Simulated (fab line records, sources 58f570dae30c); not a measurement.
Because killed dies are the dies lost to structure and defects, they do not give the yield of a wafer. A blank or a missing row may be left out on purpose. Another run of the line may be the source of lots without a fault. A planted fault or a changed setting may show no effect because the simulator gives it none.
8D (eight disciplines) problem report, filled in by code :: flow berkeley_cmos170 :: the parts of the form that need people (team, actions taken, sign-off) are left out

## 1. THE PROBLEM
Mean CONTACT_PSG_THK at UCB170_CONTACT_THK_MEAS_02: 566 nm over 6 wafers in 2 lots; fault-free wafers: 716 nm, standard deviation 6.3. Relative to the usual mean, that is a shift of -24 standard deviations.
First seen on wafer L236.1, day 12 01:38, on film_metro-01. The record has a number at this step for 42 wafers belonging to 14 lots. Rule for "out", or "out of limits": more than 4 standard deviations from the usual mean. The other wafers with a number count as sound.

## 2. WHAT IT IS, WHAT IT ISN'T
question: which readings at this step
is: CONTACT_PSG_THK
is not: -

question: which lots
is: L236, L238
is not: L221, L222, L223, L224, L225, L226, L227, L228, L229, L231, L237, L241

question: which wafers of those lots
is: all that have a number
is not: -

question: read on which gauges
is: film_metro-01, film_metro-04
is not: film_metro-03

question: when
is: from day 12 01:38
is not: up to then (30 sound wafers); but 6 sound wafers of L237, L241 came after

## 3. THE SUSPECTS, EACH WITH WHAT RULES IT OUT
Counting: a tool stays on the suspect list if, at a process step up to the reading, it processed all lots that are out and no sound lot following the first of them.
- the gauge at UCB170_CONTACT_THK_MEAS_02: ruled out. Those wafers that are out were read across 2 gauges (film_metro-01, film_metro-04).
- lpcvd-01 at UCB170_CONTACT_CVD_01 (deposits PSG from SiH4/O2/PH3, target thk 700 nm, time 2820 s): kept. All lots that are out passed through it, beginning with L236 at day 11 23:52, and no sound lot followed; its final sound lot before that point was L229 at day 10 18:23.
Remaining after the count: lpcvd-01 at UCB170_CONTACT_CVD_01.

## 4. THE CAUSE (what the simulator had put in)
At UCB170_CONTACT_CVD_01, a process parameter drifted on lpcvd-01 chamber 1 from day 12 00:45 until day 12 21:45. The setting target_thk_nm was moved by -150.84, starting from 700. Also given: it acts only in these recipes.
Counting left only this tool.

## 5. SEQUENCE OF EFFECTS, ordered by route
Rows list readings where the struck wafers' mean (over those with a number) sits beyond 3 standard deviations from the usual. Readings are gone through only where the record gives a usual standard deviation; hours: the median, over the lots, of the time from a lot's start at the first step in this table giving one to that lot's start at this step; sigmas: the change measured in usual standard deviations.
hours: 0
step: UCB170_CONTACT_THK_MEAS_02
reading: CONTACT_PSG_THK
usual: 716 nm
on struck wafers: 566
change: -150
sigmas: -24

hours: -
step: UCB170_CONTACT_ETCH_18
reading: oes_product_au
usual: 0.902 a.u.
on struck wafers: 0.789
change: -0.113
sigmas: -6.6
Here are the process steps it includes:
- UCB170_CONTACT_ETCH_18: etches PSG in CHF3/CF4/Ar, stops on TiSi2, target depth 840 nm, time 195 s.

## 6. HOW IT WOULD HAVE BEEN CAUGHT EARLIER
In this record the first reading out of limits at a measuring or inspecting step was taken at day 12 01:38, 1 hour after the fault began at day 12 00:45.
An alarm limit of 4 standard deviations would not have fired on the tool readings at UCB170_CONTACT_CVD_01 for which the record gives a usual standard deviation, since none of them was out on any struck wafer.
Among the 2 lots that are out, L238 began UCB170_CONTACT_CVD_01 on lpcvd-01 after day 12 01:38. Had the tool been put on hold then, it would have been spared.
